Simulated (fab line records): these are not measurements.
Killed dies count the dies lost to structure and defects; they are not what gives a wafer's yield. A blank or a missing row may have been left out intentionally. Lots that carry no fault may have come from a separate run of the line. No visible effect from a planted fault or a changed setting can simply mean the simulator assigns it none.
Which tool was responsible? -- flow berkeleyCmos170 -- 7 lots, 21 wafers sampled, at 3 steps of a route of 331

== WHAT THE GAUGES SHOWED, per wafer ==
UCB170_V1_THK_MEAS_04.
lot,measured,on,V1_POLISHED_THK (nm)
L447,day 8 21:45,filmMetro-04,1000.7 999.3 998.6
L449,day 8 23:05,filmMetro-04,996.9 1000.0 998.9
L454,day 9 21:35,filmMetro-03,999.3 1001.0 1000.7
L455,day 10 00:15,filmMetro-01,999.5 999.7 999.0
L458,day 10 09:35,filmMetro-04,1000.7 1000.8 1002.2
L461,day 11 04:01,filmMetro-01,1249.7 1249.4 1250.3
L470,day 13 00:39,filmMetro-01,1001.0 1001.6 1001.3

== TOOL THAT RAN EACH LOT (tool first, then ch and the chambers of the sampled wafers, then the start) ==
lot,UCB170_CONTACT_STRIP_19,UCB170_V1_CMP_02
L447,"plasmaAsher-03 ch 0,1, day 8 16:33","cmp-02 ch 0,1,2, day 8 21:19"
L449,"plasmaAsher-03 ch 0,1, day 8 18:45","cmp-02 ch 0,3, day 8 22:42"
L454,"plasmaAsher-03 ch 0,1, day 9 17:25","cmp-02 ch 1,2,3, day 9 21:10"
L455,"plasmaAsher-01 ch 0,1, day 9 18:21","cmp-02 ch 0,1,3, day 9 23:50"
L458,"plasmaAsher-03 ch 0,1, day 10 05:23","cmp-01 ch 1,2, day 10 09:08"
L461,"plasmaAsher-03 ch 0, day 10 22:49","cmp-01 ch 0,2, day 11 03:35"
L470,"plasmaAsher-03 ch 1, day 12 19:17","cmp-02 ch 0,1,3, day 13 00:13"
- UCB170_CONTACT_STRIP_19: strips in O2.
- UCB170_V1_CMP_02: polishes SiO2.

== THE ANSWER, worked out from the rows above alone ==
Rule: the usual values come from the lots themselves. Put in order of their means at a reading, lots are off if they are a third of the lots or fewer, leave a main group of 4 or more, and stand apart from it by a gap of 3 or more times the standard deviation of the main group's means; of several such gaps the widest counts. Not used: any main group whose means are identical at the precision the tables above print for the reading. Also off: a lot with no number at a reading for which 4 or more lots have one. The other lots that the step has rows for count as sound.
Off: at UCB170_V1_THK_MEAS_04 (V1_POLISHED_THK), L461. Mean 1000.1 nm and standard deviation 0.99 in the main group.
If a tool, at a process step before that reading, ran all the lots that are off and no sound lot after the first of them, it fits. The gauges at UCB170_V1_THK_MEAS_04 are tried like those tools. One fits: UCB170_V1_CMP_02 on cmp-01. A fault onset in the window from L458 (day 10 09:08, its last sound lot) to L461 (day 11 03:35, its first lot off) fits.

== WHAT THE SIMULATOR HAD INSERTED ==
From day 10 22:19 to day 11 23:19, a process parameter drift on cmp-01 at UCB170_V1_CMP_02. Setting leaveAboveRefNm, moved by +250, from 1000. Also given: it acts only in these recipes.
Lots struck among those shown: L461. The rule above found the same.
